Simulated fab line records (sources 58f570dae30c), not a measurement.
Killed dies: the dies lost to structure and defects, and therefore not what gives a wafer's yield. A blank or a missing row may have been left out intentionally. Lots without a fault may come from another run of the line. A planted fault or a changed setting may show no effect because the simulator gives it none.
The tool behind it: which one? | flow berkeleyCmos170 | Sampling: 14 lots, 42 wafers, 2 of 331 route steps

== WHAT THE GAUGES READ, wafer by wafer ==
UCB170_NWELL_TW_MEAS_16. Usual: for NWELL_TW the level is 1256 and the standard deviation is 17.
lot  | measured    | on           | NWELL_TW                      | flag
L623 | day 2 14:11 | filmMetro-03 | 1264 1264 1260                | 
L626 | day 3 05:43 | filmMetro-03 | 1273 1275 1278                | 
L629 | day 4 00:41 | filmMetro-03 | 1265 1262 1265                | 
L630 | day 4 08:47 | filmMetro-02 | 1264 1251 1262                | 
L631 | day 4 09:04 | filmMetro-03 | 1262 1265 1266                | 
L632 | day 4 15:43 | filmMetro-03 | 1268 1269 1269                | 
L633 | day 4 15:56 | filmMetro-02 | 1261 1256 1259                | 
L634 | day 5 04:07 | filmMetro-04 | 1225 1227 1232                | 
L635 | day 5 09:52 | filmMetro-04 | 1227 1219 1220                | 
L636 | day 5 10:07 | filmMetro-03 | 2129 2123 2118 2123 2125 2112 | OFF
L639 | day 5 23:52 | filmMetro-02 | 1264 1256 1261                | 
L638 | day 5 23:58 | filmMetro-03 | 2133 2141 2137 2138 2138 2129 | OFF
L643 | day 7 00:47 | filmMetro-04 | 1239 1239 1235                | 
L644 | day 7 01:07 | filmMetro-03 | 1270 1276 1279                | 

== WHICH TOOL RAN EACH LOT (tool, then ch and the chambers of the sampled wafers, then the start) ==
lot  | UCB170_NWELL_IMPLANT_14
L623 | implanter-03 ch 0, day 2 13:56
L626 | implanter-01 ch 0, day 3 05:29
L629 | implanter-03 ch 0, day 4 00:28
L630 | implanter-04 ch 0, day 4 08:34
L631 | implanter-04 ch 0, day 4 08:49
L632 | implanter-01 ch 0, day 4 15:30
L633 | implanter-03 ch 0, day 4 15:41
L634 | implanter-01 ch 0, day 5 03:52
L635 | implanter-03 ch 0, day 5 09:38
L636 | implanter-01 ch 0, day 5 09:55
L639 | implanter-04 ch 0, day 5 23:38
L638 | implanter-01 ch 0, day 5 23:43
L643 | implanter-04 ch 0, day 7 00:32
L644 | implanter-03 ch 0, day 7 00:49
- UCB170_NWELL_IMPLANT_14

== WHAT THE TOOLS THEMSELVES READ (means of the sampled wafers that have a number; where no wafer has one, the mark that the record gives instead) ==
UCB170_NWELL_IMPLANT_14. Usual: doseIonsCm2 1e+13, standard deviation 1.1e+10; faradayCurrentUA 31.7, standard deviation 0.67.
lot  | tool         | doseIonsCm2 | faradayCurrentUA | flag
L623 | implanter-03 | 1e+13       | 31.4             | 
L626 | implanter-01 | 1e+13       | 31.4             | 
L629 | implanter-03 | 1e+13       | 31.9             | 
L630 | implanter-04 | 1e+13       | 31.8             | 
L631 | implanter-04 | 1e+13       | 31.3             | 
L632 | implanter-01 | 1e+13       | 31.3             | 
L633 | implanter-03 | 1e+13       | 31.9             | 
L634 | implanter-01 | 1e+13       | 31.9             | 
L635 | implanter-03 | 1e+13       | 32.5             | 
L636 | implanter-01 | 5e+13       | 158.7            | OFF
L639 | implanter-04 | 1e+13       | 31.4             | 
L638 | implanter-01 | 5e+13       | 160.6            | OFF
L643 | implanter-04 | 1e+13       | 31.8             | 
L644 | implanter-03 | 1e+13       | 32.7             | 

== THE ANSWER, worked out from the rows above alone ==
Rule: take the mean of a lot's wafers that have a number; if it is more than 3 standard deviations from the usual mean, the lot is off. A lot without any number at a reading at which 4 lots or more have one is off too. All remaining lots with rows at the step are treated as sound. The gauges are gone through in route order, then the tools' own readings, and for those a lot's mean is taken as printed above. At the first step where some lot is off, the reading lying furthest off is the one used; lots without a number count as furthest.
Off: L636, L638, seen at UCB170_NWELL_TW_MEAS_16 (NWELL_TW).
A tool fits if, at a process step before that reading, it ran every lot that is off, and no sound lot after the first of them. Not tried: the gauges at UCB170_NWELL_TW_MEAS_16; whatever is off there is also off at UCB170_NWELL_IMPLANT_14, on other tools, and gauge error can't account for it. One candidate fits, namely implanter-01 at UCB170_NWELL_IMPLANT_14. Its last sound lot is L634 (day 5 03:52), its first lot that is off L636 (day 5 09:55): a fault that began between those two fits.
The tool's own readings at UCB170_NWELL_IMPLANT_14 bear it out: on the lots that are off they differ by more than 5 times the standard deviation of the sound lots' means. doseIonsCm2 reads 5e+13 there against 1e+13 on the sound lots; faradayCurrentUA reads 159.6 there against 31.8 on the sound lots.

== WHAT HAD BEEN PUT IN BY THE SIMULATOR ==
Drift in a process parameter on implanter-01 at UCB170_NWELL_IMPLANT_14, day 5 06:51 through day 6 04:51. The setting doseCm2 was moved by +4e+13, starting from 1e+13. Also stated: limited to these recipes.
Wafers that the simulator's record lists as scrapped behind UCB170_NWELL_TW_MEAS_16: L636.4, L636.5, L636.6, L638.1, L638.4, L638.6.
Shown lots that were struck: L636, L638. This agrees with what the rule above found.
